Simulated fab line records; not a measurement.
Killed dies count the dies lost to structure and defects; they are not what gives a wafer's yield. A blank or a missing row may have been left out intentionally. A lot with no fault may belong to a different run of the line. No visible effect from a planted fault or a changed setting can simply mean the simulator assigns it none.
Which of the tools did it? -- flow rit cmos -- 21 wafers from 7 lots sampled at 2 of the route's 202 steps

== WHAT THE GAUGES READ, wafer by wafer ==
RIT_M1_RS_MEAS_01: the measuring method here is four-point-probe.
lot,measured,on,M1_AL_RS (ohm/sq)
L238,day 3 21:26,film metro-02,0.0724 0.0727 0.0719
L240,day 4 14:44,film metro-04,0.0739 0.0743 0.0743
L244,day 5 04:10,film metro-03,0.0737 0.0733 0.0974
L250,day 6 08:04,film metro-04,0.0743 0.0749 0.0743
L254,day 7 06:05,film metro-03,0.0734 0.0727 0.0728
L257,day 7 18:29,film metro-03,0.0742 0.0754 0.0748
L259,day 8 03:26,film metro-02,0.0742 0.0737 0.0748

== EACH LOT AND THE TOOL THAT RAN IT (in order: tool; ch and the chambers of the sampled wafers; start) ==
lot,RIT_M1_SPUTTER_00
L238,"pvd sputter-04, day 3 21:08"
L240,"pvd sputter-03, day 4 14:32"
L244,"pvd sputter-04, day 5 03:51"
L250,"pvd sputter-02, day 6 07:43"
L254,"pvd sputter-02, day 7 05:47"
L257,"pvd sputter-03, day 7 18:11"
L259,"pvd sputter-03, day 8 03:08"
- RIT_M1_SPUTTER_00: material Al, target thk 400 nm, time 500 s.

== THE ANSWER, worked out from the rows above alone ==
Rule: the usual values come from the lots themselves. The widest of any qualifying gaps counts: lots, ordered by their means at a reading, are off when they make up no more than a third of the lots, leave a main group of 4 or more, and stand apart from it by 3 or more times the standard deviation of that group's means. If all means in a main group match to the digits the tables above print for the reading, that group is not used. A lot without any number at a reading at which 4 lots or more have one is off too. Any other lot the step has rows for is counted as sound.
Off: L244, seen at RIT_M1_RS_MEAS_01 (M1_AL_RS). The main group has a mean of 0.0738 ohm/sq with a standard deviation of 0.00088.
A tool fits if, at a process step before that reading, it ran every lot that is off, and no sound lot after the first of them. The gauges at RIT_M1_RS_MEAS_01 are tried like those tools. One fits: RIT_M1_SPUTTER_00 on pvd sputter-04. Its last sound lot is L238 (day 3 21:08), its first lot that is off L244 (day 5 03:51): a fault that began between those two fits.

== WHAT THE SIMULATOR HAD PUT IN ==
Site profile drift: pvd sputter-04, from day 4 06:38 on, at RIT_M1_SPUTTER_00. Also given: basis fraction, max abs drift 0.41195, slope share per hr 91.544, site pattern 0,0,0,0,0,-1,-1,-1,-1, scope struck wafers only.
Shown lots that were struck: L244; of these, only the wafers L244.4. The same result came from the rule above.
